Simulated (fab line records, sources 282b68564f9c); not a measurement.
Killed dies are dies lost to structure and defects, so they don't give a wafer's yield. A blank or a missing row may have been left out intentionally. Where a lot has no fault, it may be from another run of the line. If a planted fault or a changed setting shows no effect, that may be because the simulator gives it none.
8D (eight disciplines) problem report, filled in by code	flow rit cmos	the parts of the form that need people (team, actions taken, sign-off) are left out

== 1. THE PROBLEM ==
Wafers free of any fault read 2461 (standard deviation 14) for NLDD_TW at RIT_NLDD_TW_MEAS_10, against a mean of 1540 on 6 wafers of 2 lots. Relative to the usual mean, that is a shift of -66 standard deviations.
Earliest sighting: wafer L202.1 on film metro-02 at day 5 17:02. Wafers with a number at this step in the record: 42, from 14 lots. By rule, "out" or "out of limits" means more than 4 standard deviations away from the usual mean. Any other wafer with a number is counted as sound.

== 2. WHAT THIS IS AND IS NOT ==
question	is	is not
which readings at this step	NLDD_TW	-
which lots	L202, L204	L188, L189, L191, L192, L193, L194, L195, L196, L197, L208, L209, L210
which wafers of those lots	all that have a number	-
read on which gauges	film metro-02	film metro-01, film metro-03
when	from day 5 17:02	up to then (27 sound wafers); but 9 sound wafers of L208, L209, L210 came after

== 3. SUSPECTS, AND WHAT RULES EACH OUT ==
Counting: a tool at a process step up to the reading stays a suspect if it ran every lot that is out and no sound lot after the first of them.
- the gauge at RIT_NLDD_TW_MEAS_10 is ruled out. All the wafers that are out were read on film metro-02, but those of them that RIT_NLDD_IMPLANT_08 has rows for are out there too, on other tools.
- plasma asher-01 at RIT_NWELL_STRIP_09 (strips in O2, time 180 s): ruled out as a lasting fault. The sound lots L210 went through it after L202, its earliest lot that is out (day 4 18:56).
- implanter-04 at RIT_NLDD_IMPLANT_08: kept. All lots that are out passed through it, beginning with L202 at day 5 16:43, and no sound lot followed; its final sound lot before that point was L195 at day 4 05:22. Its own readings are out on those wafers: dose ions cm2, faraday current uA.
After counting, what remains is implanter-04 at RIT_NLDD_IMPLANT_08.

== 4. THE CAUSE (what the simulator had put in) ==
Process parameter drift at RIT_NLDD_IMPLANT_08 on implanter-04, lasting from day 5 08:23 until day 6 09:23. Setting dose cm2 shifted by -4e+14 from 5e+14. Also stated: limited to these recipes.
Counting left only this tool.

== 5. SEQUENCE OF EFFECTS, ordered by route ==
Rows list readings where the struck wafers' mean (over those with a number) sits beyond 3 standard deviations from the usual. Scope: only readings with a usual standard deviation given in the record; hours: median across lots of the time from each lot's start at the first step in this table that gives one to its start at this step; sigmas: change in usual standard deviations.
hours	step	reading	usual	on struck wafers	change	sigmas
0	RIT_NLDD_IMPLANT_08	dose ions cm2	5e+14	1e+14	-4e+14	-99 or more
0	RIT_NLDD_IMPLANT_08	end station pressure torr	6.3e-06 Torr	5.3e-06	-1.0e-06	-3.2
0	RIT_NLDD_IMPLANT_08	faraday current uA	1572	316	-1256	-38
0	RIT_NLDD_TW_MEAS_10	NLDD_TW	2461	1540	-921	-66
8	RIT_SDANNEAL_RS_MEAS_07	NLDD_RS	151.7 ohm/sq	507.9	+356.2	+99 or more
Its process steps:
- RIT_NLDD_IMPLANT_08
Later measuring or inspecting steps at which every struck wafer that the step has a row for has a number for every such reading, and none has moved that far: RIT_NSD_OVL_MEAS_06.

== 6. WHAT WOULD HAVE CAUGHT IT SOONER ==
9 hours passed between the start of the fault at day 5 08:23 and the first reading out of limits at a measuring or inspecting step in this record, taken at day 5 17:02.
The tool's own readings at RIT_NLDD_IMPLANT_08 were out on every struck wafer that the step has a row for (dose ions cm2, faraday current uA): an alarm limit on them would have fired on the first of those.
L204, from the lots that are out (2), started RIT_NLDD_IMPLANT_08 on implanter-04 later than day 5 17:02. Holding the tool at that time would have saved it.
